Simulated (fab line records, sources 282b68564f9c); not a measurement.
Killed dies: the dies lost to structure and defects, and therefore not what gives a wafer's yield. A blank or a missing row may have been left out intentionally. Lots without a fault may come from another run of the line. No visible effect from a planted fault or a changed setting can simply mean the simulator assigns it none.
fab line records -- flow rit_cmos
record lots=6, wafers=18, last_day=7
route steps=202 shown PWELL@43 WELLDRIVE@50 NWELL@51 NRETRO@53 M1@202
lots that met no fault: taken from a fault-free run of the same line
start_h: the number of hours between the record's first day and the start of the first shown wafer of the lot -- wait_h: hours from the lot's prior step to this one -- " same as the row above -- L1.1+2: one row covering several wafers at once -- - value missing, or start not given -- * or withheld: withheld -- < > ~ a bound
route shown NAME@n: NAME is a module with steps in the file, n the number in the route of the first one -- usual: mean and standard deviation over wafers with no fault -- same: alike in all rows -- chamber/n: place in a boat -- sites: the reading at each site -- _std_site: standard deviation across them -- _edge_site: inner sites' mean taken away from outer sites' mean -- radius_mm: how far each site lies from the wafer's centre -- mask NAME#n: copy n -- behind: the last tool/chamber to shape the wafer -- hold: why the lot went on hold/how many hours it stayed there/how the hold came to an end -- device: transistor that didn't switch, given as n, p or np -- end of line: at the end of the route, the tests of the same wafers -- step lacking rows: just its recipe -- killed: dies that structure and defects cost at the first sort, which is not the same as the wafer's yield -- map: the dies of a wafer, with x for killed, . for not killed, _ for no die there
set.NAME: the setting that was run; set.NAME@STEP: the one run at that earlier step -- model.NAME: the simulator's own value behind a step, which no gauge read
lots seen at some steps along the route; tables by step, rows by wafer
services: when a tool's chamber went out of use (start_h, in hours from the record's first day, below 0 if earlier), for how many hours, and the reason
## steps
# step RIT_PWELL_PEB_04
# recipe resist=NOVOLAK, temp_c=withheld, time_s=withheld
# step RIT_PWELL_DEVELOP_05
# recipe resist=NOVOLAK, develop_time_s=68, dev_temp_c=23
# step RIT_PWELL_OVL_MEAS_06
# usual PWELL_OVL=-1.3/1.4
lot.wafer,tool,chamber,start_h,wait_h,PWELL_OVL[nm]
L297.1,overlay-02,-,74.05,-,0.3
L297.2,overlay-02,-,74.05,-,-1.3
L297.3,overlay-02,-,74.05,-,-2.5
L300.3,overlay-02,-,84.01,-,-4.5
L300.4,overlay-02,-,84.01,-,-5.7
L300.5,overlay-02,-,84.01,-,-3.4
L306.1,overlay-01,-,116.44,-,-1.4
L306.3,overlay-01,-,116.44,-,-0.3
L306.4,overlay-01,-,116.44,-,-2.0
L308.2,overlay-01,-,127.55,-,-0.8
L308.3,overlay-01,-,127.55,-,-0.7
L308.4,overlay-01,-,127.55,-,-0.6
L309.1,overlay-02,-,133.06,-,-2.4
L309.3,overlay-02,-,133.06,-,-2.4
L309.4,overlay-02,-,133.06,-,-2.2
L310.3,overlay-01,-,133.31,-,1.2
L310.5,overlay-01,-,133.31,-,-1.1
L310.6,overlay-01,-,133.31,-,1.0
# step RIT_PWELL_HARDBAKE_07
# recipe resist=NOVOLAK, temp_c=140, time_s=120
# step RIT_PWELL_IMPLANT_08
# recipe species=B, energy_kev=170, dose_cm2=7e+13, tilt_deg=7
# step RIT_PWELL_STRIP_09
# recipe chemistry=O2, time_s=180, resist=NOVOLAK, platen_temp_c=withheld, power_w=500, pressure_mtorr=4000, o2_flow_sccm=4000
# usual drypump_motor_current_A=5.79/0.28, o2_flow_sccm=4001/12
lot.wafer,tool,chamber,start_h,wait_h,drypump_motor_current_A,o2_flow_sccm,rf_hours_counter_h
L297.1,plasma_asher-04,1,74.49,0.1,5.50,3991,25
L297.2,plasma_asher-04,0,74.49,0.1,6.20,3991,25
L297.3,plasma_asher-04,0,74.49,0.1,6.23,4009,-
L300.3,plasma_asher-03,0,84.49,0.1,5.83,4000,-
L300.4,plasma_asher-03,1,84.49,0.1,5.63,3992,-
L300.5,plasma_asher-03,1,84.49,0.1,5.67,4001,-
L306.1,plasma_asher-04,1,116.88,0.1,5.48,3982,32
L306.3,plasma_asher-04,0,116.88,0.1,6.16,4008,-
L306.4,plasma_asher-04,1,116.88,0.1,5.48,3989,-
L308.2,plasma_asher-04,1,128.04,0.1,5.50,3991,34
L308.3,plasma_asher-04,0,128.04,0.1,6.20,4005,-
L308.4,plasma_asher-04,1,128.04,0.1,5.50,3997,-
L309.1,plasma_asher-04,0,133.50,0.1,6.20,3984,35
L309.3,plasma_asher-04,0,133.50,0.1,6.18,3992,-
L309.4,plasma_asher-04,1,133.50,0.1,5.49,4004,-
L310.3,plasma_asher-02,1,133.80,0.1,5.36,3996,-
L310.5,plasma_asher-02,1,133.80,0.1,5.40,4012,-
L310.6,plasma_asher-02,0,133.80,0.1,6.03,4015,-
# step RIT_PWELL_TW_MEAS_10
# usual PWELL_TW=945/9.8
lot.wafer,tool,chamber,start_h,wait_h,PWELL_TW
L297.1,film_metro-04,-,74.67,0.1,955
L297.2,film_metro-04,-,74.67,0.1,961
L297.3,film_metro-04,-,74.67,0.1,961
L300.3,film_metro-04,-,84.62,0.1,958
L300.4,film_metro-04,-,84.62,0.1,956
L300.5,film_metro-04,-,84.62,0.1,953
L306.1,film_metro-03,-,117.05,0.1,932
L306.3,film_metro-03,-,117.05,0.1,942
L306.4,film_metro-03,-,117.05,0.1,940
L308.2,film_metro-03,-,128.23,0.1,940
L308.3,film_metro-03,-,128.23,0.1,938
L308.4,film_metro-03,-,128.23,0.1,940
L309.1,film_metro-03,-,133.67,0.1,936
L309.3,film_metro-03,-,133.67,0.1,933
L309.4,film_metro-03,-,133.67,0.1,938
L310.3,film_metro-01,-,133.93,0.1,951
L310.5,film_metro-01,-,133.93,0.1,954
L310.6,film_metro-01,-,133.93,0.1,953
# step RIT_WELLDRIVE_ANNEAL_00
# recipe temp_c=1100, time_s=14700, ambient=N2
# step RIT_WELLDRIVE_RS_MEAS_01
# recipe thk_meas_gauge=four-point-probe
# usual NWELL_RS=278.8/0.79
lot.wafer,tool,chamber,start_h,wait_h,NWELL_RS[ohm/sq]
L297.1,film_metro-04,-,80.19,0.0,278.5
L297.2,film_metro-04,-,80.19,0.0,278.8
L297.3,film_metro-04,-,80.19,0.0,278.9
L300.3,film_metro-04,-,92.80,0.0,278.6
L300.4,film_metro-04,-,92.80,0.0,278.1
L300.5,film_metro-04,-,92.80,0.0,279.2
L306.1,film_metro-01,-,124.06,0.0,278.2
L306.3,film_metro-01,-,124.06,0.0,277.9
L306.4,film_metro-01,-,124.06,0.0,278.1
L308.2,film_metro-01,-,133.48,0.0,279.6
L308.3,film_metro-01,-,133.48,0.0,278.9
L308.4,film_metro-01,-,133.48,0.0,278.6
L309.1,film_metro-03,-,138.81,0.0,279.0
L309.3,film_metro-03,-,138.81,0.0,278.8
L309.4,film_metro-03,-,138.81,0.0,280.0
L310.3,film_metro-01,-,139.10,0.0,278.7
L310.5,film_metro-01,-,139.10,0.0,277.7
L310.6,film_metro-01,-,139.10,0.0,277.9
# step RIT_WELLDRIVE_RS_MEAS_02
# recipe thk_meas_gauge=four-point-probe
# usual PWELL_RS=429.1/1.3
lot.wafer,tool,chamber,start_h,wait_h,PWELL_RS[ohm/sq]
L297.1,film_metro-04,-,80.31,0.1,427.5
L297.2,film_metro-04,-,80.31,0.1,426.3
L297.3,film_metro-04,-,80.31,0.1,426.8
L300.3,film_metro-04,-,92.92,0.1,429.3
L300.4,film_metro-04,-,92.92,0.1,427.9
L300.5,film_metro-04,-,92.92,0.1,430.5
L306.1,film_metro-01,-,124.18,0.1,429.7
L306.3,film_metro-01,-,124.18,0.1,428.6
L306.4,film_metro-01,-,124.18,0.1,428.5
L308.2,film_metro-01,-,133.60,0.1,427.1
L308.3,film_metro-01,-,133.60,0.1,427.7
L308.4,film_metro-01,-,133.60,0.1,427.9
L309.1,film_metro-03,-,138.93,0.1,428.0
L309.3,film_metro-03,-,138.93,0.1,428.5
L309.4,film_metro-03,-,138.93,0.1,428.3
L310.3,film_metro-01,-,139.22,0.1,428.5
L310.5,film_metro-01,-,139.22,0.1,428.5
L310.6,film_metro-01,-,139.22,0.1,426.8
# step RIT_NRETRO_HMDS_00
# recipe prime_time_s=60, prime_temp_c=140
# step RIT_NRETRO_COAT_01
# recipe resist=NOVOLAK, spin_rpm=2000, resist_thk_nm=1300
# step RIT_NRETRO_SOFTBAKE_02
# recipe resist=NOVOLAK, temp_c=90, time_s=60
# usual heater_power_total_W=34.56/0.047, plate_temp_C=90.01/0.12
lot.wafer,tool,chamber,start_h,wait_h,heater_power_total_W,plate_temp_C
L297.1,litho_track-02,0,80.73,0.1,32.33,85.83
L297.2,litho_track-02,0,80.73,0.1,32.31,85.81
L297.3,litho_track-02,0,80.73,0.1,32.33,85.79
L300.3,litho_track-02,0,93.35,0.1,32.26,85.98
L300.4,litho_track-02,0,93.35,0.1,32.28,85.94
L300.5,litho_track-02,0,93.35,0.1,32.27,85.86
L306.1,litho_track-01,0,124.60,0.1,34.63,90.04
L306.3,litho_track-01,0,124.60,0.1,34.58,89.97
L306.4,litho_track-01,0,124.60,0.1,34.62,90.01
L308.2,litho_track-04,0,134.03,0.1,34.52,90.07
L308.3,litho_track-04,0,134.03,0.1,34.58,90.04
L308.4,litho_track-04,0,134.03,0.1,34.54,90.16
L309.1,litho_track-04,0,139.35,0.1,34.56,89.91
L309.3,litho_track-04,0,139.35,0.1,34.50,90.07
L309.4,litho_track-04,0,139.35,0.1,34.62,89.96
L310.3,litho_track-01,0,139.65,0.1,34.60,89.91
L310.5,litho_track-01,0,139.65,0.1,34.58,89.87
L310.6,litho_track-01,0,139.65,0.1,34.66,89.92
# step RIT_NRETRO_EXPOSE_03
# recipe mask_id=M4, na=0.57, target_cd_nm=43900, dose_mj=250
# step RIT_NRETRO_PEB_04
# recipe resist=NOVOLAK, temp_c=withheld, time_s=withheld
# step RIT_NRETRO_DEVELOP_05
# recipe resist=NOVOLAK, develop_time_s=68, dev_temp_c=23
lot.wafer,tool,chamber,start_h,wait_h,model.NOVOLAK_of_NRETRO_COAT_01.thk_nm
L297.1,litho_track-01,0,-,-,1313
L297.2,litho_track-01,0,-,-,1312
L297.3,litho_track-01,0,-,-,1314
L300.3,litho_track-02,0,-,-,1314
L300.4,litho_track-02,0,-,-,1313
L300.5,litho_track-02,0,-,-,1315
L306.1,litho_track-02,0,-,-,1298
L306.3,litho_track-02,0,-,-,1296
L306.4,litho_track-02,0,-,-,1297
L308.2+4,litho_track-04,0,-,-,1300
L308.3,litho_track-04,0,-,-,1294
L309.1,litho_track-04,0,-,-,1296
L309.3,litho_track-04,0,-,-,1299
L309.4,litho_track-04,0,-,-,1300
L310.3+5,litho_track-04,0,-,-,1301
L310.6,litho_track-04,0,-,-,1306
# step RIT_NRETRO_OVL_MEAS_06
# usual NRETRO_OVL=-0.4/1.4
lot.wafer,tool,chamber,start_h,wait_h,NRETRO_OVL[nm]
L297.1,overlay-02,-,81.31,-,-1.6
L297.2,overlay-02,-,81.31,-,-1.4
L297.3,overlay-02,-,81.31,-,-1.9
L300.3,overlay-01,-,93.90,-,-0.8
L300.4,overlay-01,-,93.90,-,0.1
L300.5,overlay-01,-,93.90,-,1.4
L306.1,overlay-02,-,125.44,-,-0.9
L306.3,overlay-02,-,125.44,-,-0.3
L306.4,overlay-02,-,125.44,-,-1.4
L308.2,overlay-02,-,134.71,-,1.1
L308.3,overlay-02,-,134.71,-,-0.3
L308.4,overlay-02,-,134.71,-,-0.2
L309.1,overlay-01,-,139.93,-,2.2
L309.3,overlay-01,-,139.93,-,1.6
L309.4,overlay-01,-,139.93,-,1.9
L310.3,overlay-02,-,140.31,-,-2.5
L310.5,overlay-02,-,140.31,-,-3.8
L310.6,overlay-02,-,140.31,-,-1.1
# step RIT_M1_PROBE_99
# usual killed_at_M0_to_M3=0.0/0.2, killed_at_front_end=6.8/2.9, killed_dies=6.8/2.9, killed_open=3.3/1.9, killed_short=3.5/2
# same gross_dies=264, killed_at_M4_up=0, killed_at_back_side=0, killed_at_contacts=0, killed_at_other=0
lot.wafer,tool,chamber,start_h,wait_h,killed_at_M0_to_M3,killed_at_front_end,killed_dies,killed_open,killed_short
L297.1,prober-02,-,117.00,0.4,0,6,6,4,2
L297.2,prober-02,-,117.05,0.4,0,14,14,6,8
L297.3,prober-02,-,117.10,0.5,0,8,8,4,4
L309.1,prober-02,-,169.17,0.1,0,6,6,5,1
L309.3,prober-02,-,169.27,0.2,0,7,7,5,2
L309.4,prober-02,-,169.32,0.2,1,9,10,2,8
# killed by level:class
L297.1 REOX:geometric_particle:open=2 FOX2:geometric_particle:short=1 GATE:geometric_particle:open=1 GATE:geometric_particle:short=1 SPACER:geometric_particle:open=1
L297.2 GATE:geometric_particle:open=4 GATE:geometric_particle:short=4 REOX:geometric_particle:short=2 SILICIDE:geometric_particle:open=2 FOX1:geometric_particle:short=1 SILICIDE:geometric_particle:short=1
L297.3 GATE:geometric_particle:open=4 FOX1:geometric_particle:short=1 GATE:geometric_particle:short=1 SPACER:geometric_particle:short=1 SILICIDE:geometric_particle:short=1
L309.1 FOX1:geometric_particle:open=3 GATE:geometric_particle:open=2 GATE:geometric_particle:short=1
L309.3 GATE:geometric_particle:short=2 GATE:geometric_particle:open=2 FOX1:geometric_particle:open=1 REOX:geometric_particle:open=1 SILICIDE:geometric_particle:open=1
L309.4 FOX1:geometric_particle:short=2 REOX:geometric_particle:short=2 SILICIDE:geometric_particle:short=2 FOX1:geometric_particle:open=1 GATE:geometric_particle:open=1 GATE:geometric_particle:short=1 M1:geometric_particle:short=1
## services
tool,chamber,start_h,hours,kind
plasma_asher-02,-,72.88,49.5,pm
plasma_asher-03,-,91.42,15.0,pm
plasma_asher-02,-,122.41,2.8,pm
## key
first_sign step=RIT_NRETRO_SOFTBAKE_02, reading=heater_power_total_W, direction=down, sigmas=48, usual=34.56, struck=32.30
effect step=RIT_NRETRO_SOFTBAKE_02, reading=plate_temp_C, direction=down, sigmas=35, usual=*, struck=*
model_effect step=RIT_NRETRO_DEVELOP_05, value=NOVOLAK_of_NRETRO_COAT_01.thk_nm, without=1298, struck=1313
met_at RIT_NRETRO_SOFTBAKE_02
struck_wafers L297.1,L297.2,L297.3,L300.3,L300.4,L300.5
tester_left_out L297,L300
fault kind=process_parameter_drift, tool=litho_track-02, chamber=-, onset_h=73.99, steps=RIT_NRETRO_SOFTBAKE_02, channel=temp_c, offset=*, shape=step, end_h=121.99, acts_in=*, stated=*
# tester_left_out: of these lots the tester's yield and bins aren't shown, on N5 and GAA mostly nor the transistor test; their killed dies are dies lost to structure and defects alone, not to doping, threshold or leakage, so they don't give the yield
